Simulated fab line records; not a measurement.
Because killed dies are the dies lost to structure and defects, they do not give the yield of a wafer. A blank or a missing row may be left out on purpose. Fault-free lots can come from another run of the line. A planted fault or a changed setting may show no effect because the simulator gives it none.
The same fault as seen by 2 desks -- flow berkeley-cmos170 -- each desk has only its own numbers; what lay behind them comes last

## FROM THE METROLOGY DESK
Lot by lot, what the gauges showed, no matter which tool ran the lot: averages of those sampled wafers that carry a number. Any lot whose mean is over 4 standard deviations away from the usual mean is out of limits and marked OUT; that distance is given in the brackets.
Columns: A = M3_AL_RS at UCB170_M3_RS_MEAS_02, usual 0.0321 ohm/sq; B = M3_AL_THK at UCB170_M3_THK_MEAS_03, usual 911 nm
lot,first seen here,A,B
L277,day 7 22:16,0.0315,919
L276,day 7 22:45,0.0327,895
L280,day 8 17:51,0.0321,909
L281,day 8 18:11,0.0323,915
L282,day 9 06:27,0.0321,911
L284,day 9 14:56,0.0323,909
L286,day 9 23:19,0.0319,920
L287,day 10 04:03,0.0319,920
L291,day 10 14:49,0.0316,927
L288,day 10 15:07,0.0336,875
L290,day 10 15:17,0.0346 (+5.7) OUT,848 (-5.2) OUT
L292,day 11 10:31,0.0315,918
L294,day 11 11:23,0.0320,910
L299,day 12 09:07,0.0320,909
This desk's result: L290 out of limits, first on L290 (M3_AL_RS at UCB170_M3_RS_MEAS_02), day 10 15:17. In limits: L277, L276, L280, L281, L282, L284, L286, L287, L291, L288, L292, L294, L299.

## AT THE TOOL OWNER'S DESK: pvd-sputter-01
The tool's own readings at UCB170_M3_SPUTTER_01 (material Al, target thk 900 nm, time 120 s): means of the sampled wafers that have a number, for each lot that ran on this tool. Any lot whose mean is over 4 standard deviations away from the usual mean is out of limits and marked OUT; that distance is given in the brackets.
Columns: A = chamber-pressure-pa at UCB170_M3_SPUTTER_01, usual 0.4999 Pa; B = throttle-valve-pct at UCB170_M3_SPUTTER_01, usual 30.3 %
lot,first seen here,A,B
L276,day 7 22:39,0.4997,30.0
L281,day 8 18:04,0.4997,30.4
L282,day 9 06:18,0.5001,30.1
L286,day 9 23:13,0.5001,29.2
L287,day 10 03:58,0.5004,29.3
L288,day 10 14:58,0.5001,29.6
L290,day 10 15:12,0.5002,29.2
Result from this desk: across the 7 lots, nothing is out of limits.

## BROUGHT TOGETHER
Metrology desk: alarm possible at day 10 15:17 on L290.
Nothing out of limits was seen by the tool owner's desk.
On record at the tool owner's desk: L290, within its limits.
The lots listed all ran UCB170_M3_SPUTTER_01 on pvd-sputter-01.

## WHAT THE SIMULATOR HAD INSERTED
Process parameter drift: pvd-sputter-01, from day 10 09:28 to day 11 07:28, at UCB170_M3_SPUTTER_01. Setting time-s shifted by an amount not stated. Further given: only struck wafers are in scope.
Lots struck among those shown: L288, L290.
Time in hours between the start of the fault and the first out-of-limits reading at each desk: metrology desk, 6.
